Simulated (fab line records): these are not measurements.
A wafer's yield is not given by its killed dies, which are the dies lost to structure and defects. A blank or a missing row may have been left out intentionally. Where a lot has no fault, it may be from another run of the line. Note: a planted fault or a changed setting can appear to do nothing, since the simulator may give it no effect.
Code-filled problem report in 8D (eight disciplines) form || flow rit cmos || the parts of the form that need people (team, actions taken, sign-off) are left out

== 1. WHAT WENT WRONG ==
Mean of heater power total W at RIT_M1_HARDBAKE_11: 50.25 W across 6 wafers in 2 lots; on wafers with no fault it is 52.03 W (standard deviation 0.06). That is -30 standard deviations from the usual mean.
The step: time 120 s.
First observed at day 5 03:26: wafer L244.1, on litho track-03. At this step, 42 wafers from 14 lots have a number in the record. The rule behind "out" and "out of limits": a value lying over 4 standard deviations away from the usual mean. The rest of the wafers with a number are treated as sound.

== 2. WHAT IT IS AND WHAT IT IS NOT ==
{"question": "which readings at this step", "is": "heater power total W, plate temp C", "is not": "-"}
{"question": "which lots", "is": "L244, L246", "is not": "L235, L236, L238, L239, L240, L241, L245, L250, L251, L255, L256, L257"}
{"question": "which wafers of those lots", "is": "all that have a number", "is not": "-"}
{"question": "read on which tools", "is": "litho track-03", "is not": "litho track-01, litho track-04"}
{"question": "when", "is": "from day 5 03:26", "is not": "up to then (18 sound wafers); but 18 sound wafers of L245, L250, L251, L255, L256, L257 came after"}

== 3. WHAT RULES OUT EACH SUSPECT ==
Counting: a tool at any process step up to the reading remains a suspect when it ran all the lots that are out and ran no sound lot after the first of those.
- litho track-03 at RIT_M1_HARDBAKE_11 (time 120 s): kept. All lots that are out passed through it, beginning with L244 at day 5 03:26, and no sound lot followed; its final sound lot before that point was L241 at day 4 11:32. Out on those wafers are its own readings of heater power total W, plate temp C.
After counting, what remains is litho track-03 at RIT_M1_HARDBAKE_11.

== 4. THE CAUSE (what the simulator had put in) ==
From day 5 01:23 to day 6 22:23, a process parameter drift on litho track-03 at RIT_M1_HARDBAKE_11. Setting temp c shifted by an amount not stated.
Only this tool survived the counting.

== 5. SEQUENCE OF EFFECTS, ordered by route ==
Each row: a reading where the mean over the struck wafers with a number is more than 3 standard deviations away from the usual. Scope: only readings with a usual standard deviation given in the record; hours: median across lots of the time from each lot's start at the first step in this table that gives one to its start at this step; sigmas: change in usual standard deviations.
{"hours": 0, "step": "RIT_M1_HARDBAKE_11", "reading": "heater power total W", "usual": "52.03 W", "on struck wafers": 50.25, "change": -1.78, "sigmas": -30}
{"hours": 0, "step": "RIT_M1_HARDBAKE_11", "reading": "plate temp C", "usual": "139.96 C", "on struck wafers": 136.33, "change": -3.63, "sigmas": -28}
Here are the process steps it includes:
- RIT_M1_HARDBAKE_11: time 120 s.

== 6. WHAT WOULD HAVE CAUGHT IT SOONER ==
In this record no reading fell out of limits until day 5 03:26, 2 hours after the fault had begun at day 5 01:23.
